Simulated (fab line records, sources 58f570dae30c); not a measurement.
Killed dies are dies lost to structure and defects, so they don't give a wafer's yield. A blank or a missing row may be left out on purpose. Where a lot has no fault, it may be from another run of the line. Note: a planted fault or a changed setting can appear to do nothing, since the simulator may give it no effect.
Chamber matching || flow berkeley cmos170 || UCB170_V1_CMP_02 on cmp-02: 4 sister chambers
The step polishes SiO2. 8 wafers are shown with their chamber, then 7 later ones without.

WAFERS PAIRED WITH THEIR CHAMBERS
{"wafer": "L953.1", "chamber": 0, "motor current A (A)": 15.7}
{"wafer": "L950.1", "chamber": 0, "motor current A (A)": 15.9}
{"wafer": "L954.6", "chamber": 1, "motor current A (A)": 15.8}
{"wafer": "L960.3", "chamber": 2, "motor current A (A)": 14.6}
{"wafer": "L960.5", "chamber": 3, "motor current A (A)": 16.9}
{"wafer": "L960.6", "chamber": 2, "motor current A (A)": 14.1}
{"wafer": "L962.2", "chamber": 1, "motor current A (A)": 16.5}
{"wafer": "L962.5", "chamber": 3, "motor current A (A)": 17.1}

WAFERS MISSING THEIR CHAMBER
{"wafer": "L962.6", "motor current A (A)": 15.0}
{"wafer": "L961.2", "motor current A (A)": 15.6}
{"wafer": "L961.4", "motor current A (A)": 14.6}
{"wafer": "L961.6", "motor current A (A)": 15.6}
{"wafer": "L971.1", "motor current A (A)": 15.2}
{"wafer": "L971.2", "motor current A (A)": 13.9}
{"wafer": "L971.5", "motor current A (A)": 16.9}

THE CHAMBER EACH PASSED THROUGH
{"wafer": "L962.6", "from the rows above": "can't be placed: 2 or 0 or 1", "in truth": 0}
{"wafer": "L961.2", "from the rows above": "can't be placed: 0 or 1", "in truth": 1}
{"wafer": "L961.4", "from the rows above": 2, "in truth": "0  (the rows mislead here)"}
{"wafer": "L961.6", "from the rows above": "can't be placed: 0 or 1", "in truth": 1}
{"wafer": "L971.1", "from the rows above": "can't be placed: 0 or 2 or 1", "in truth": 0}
{"wafer": "L971.2", "from the rows above": 2, "in truth": 2}
{"wafer": "L971.5", "from the rows above": 3, "in truth": 3}
Correct placement for 2 of the 7. These rows do not allow placing 4 (true chamber among the candidates in 4). Placed wrongly: 1.
How it was worked out, from the rows above alone: a wafer's distance from a chamber is the root of the sum, over the readings, of the square of ((its reading less the chamber's mean) divided by the reading's scatter). If the next closest chamber is less than 2 further off than the closest, the wafer can't be placed; otherwise it belongs to the closest. For every chamber, the mean is computed from those of its wafers that are shown. The scatter: the root of (the sum of the squares of (reading less its chamber's mean) over the shown wafers, divided by (wafers less chambers)).
